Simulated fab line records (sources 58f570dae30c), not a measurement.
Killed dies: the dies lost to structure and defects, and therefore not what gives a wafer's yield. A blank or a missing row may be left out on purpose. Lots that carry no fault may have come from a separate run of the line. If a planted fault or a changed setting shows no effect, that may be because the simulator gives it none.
Which tool did it? | flow berkeley_cmos170 | 6 lots with 18 wafers sampled at 2 steps, on a route of 331 steps

== WHAT THE GAUGES READ, wafer by wafer ==
UCB170_M3_RS_MEAS_02: the measuring method here is four-point-probe.
lot  | measured     | on            | M3_AL_RS (ohm/sq)
L857 | day 7 13:41  | film_metro-03 | 0.0328 0.0322 0.0326
L860 | day 8 13:31  | film_metro-01 | 0.0319 0.0320 0.0326
L862 | day 8 22:46  | film_metro-03 | 0.0323 0.0325 0.0323
L866 | day 9 20:38  | film_metro-01 | 0.0320 0.0317 0.0319
L869 | day 10 08:35 | film_metro-02 | 0.0316 0.0318 0.0315
L879 | day 12 03:20 | film_metro-03 | 0.0317 0.0317 0.0316

== WHAT TOOL EACH LOT RAN ON (gives the tool, then ch and the chambers of the sampled wafers, and finally the start) ==
lot  | UCB170_M3_SPUTTER_01
L857 | pvd_sputter-02, day 7 13:36
L860 | pvd_sputter-01, day 8 13:25
L862 | pvd_sputter-02, day 8 22:38
L866 | pvd_sputter-01, day 9 20:30
L869 | pvd_sputter-04, day 10 08:29
L879 | pvd_sputter-04, day 12 03:14
- UCB170_M3_SPUTTER_01: material Al, target thk 900 nm, time 120 s.

== THE ANSWER, worked out from the rows above alone ==
Rule: usual is defined by the lots themselves. Put in order of their means at a reading, lots are off if they are a third of the lots or fewer, leave a main group of 4 or more, and stand apart from it by a gap of 3 or more times the standard deviation of the main group's means; of several such gaps the widest counts. A main group whose means are all the same, to the digits that the tables above print for the reading, isn't used. Also off: a lot with no number at a reading for which 4 or more lots have one. The other lots that the step has rows for count as sound.
None of the lots is off at any reading shown; this tells nothing.

== WHAT THE SIMULATOR HAD INSERTED ==
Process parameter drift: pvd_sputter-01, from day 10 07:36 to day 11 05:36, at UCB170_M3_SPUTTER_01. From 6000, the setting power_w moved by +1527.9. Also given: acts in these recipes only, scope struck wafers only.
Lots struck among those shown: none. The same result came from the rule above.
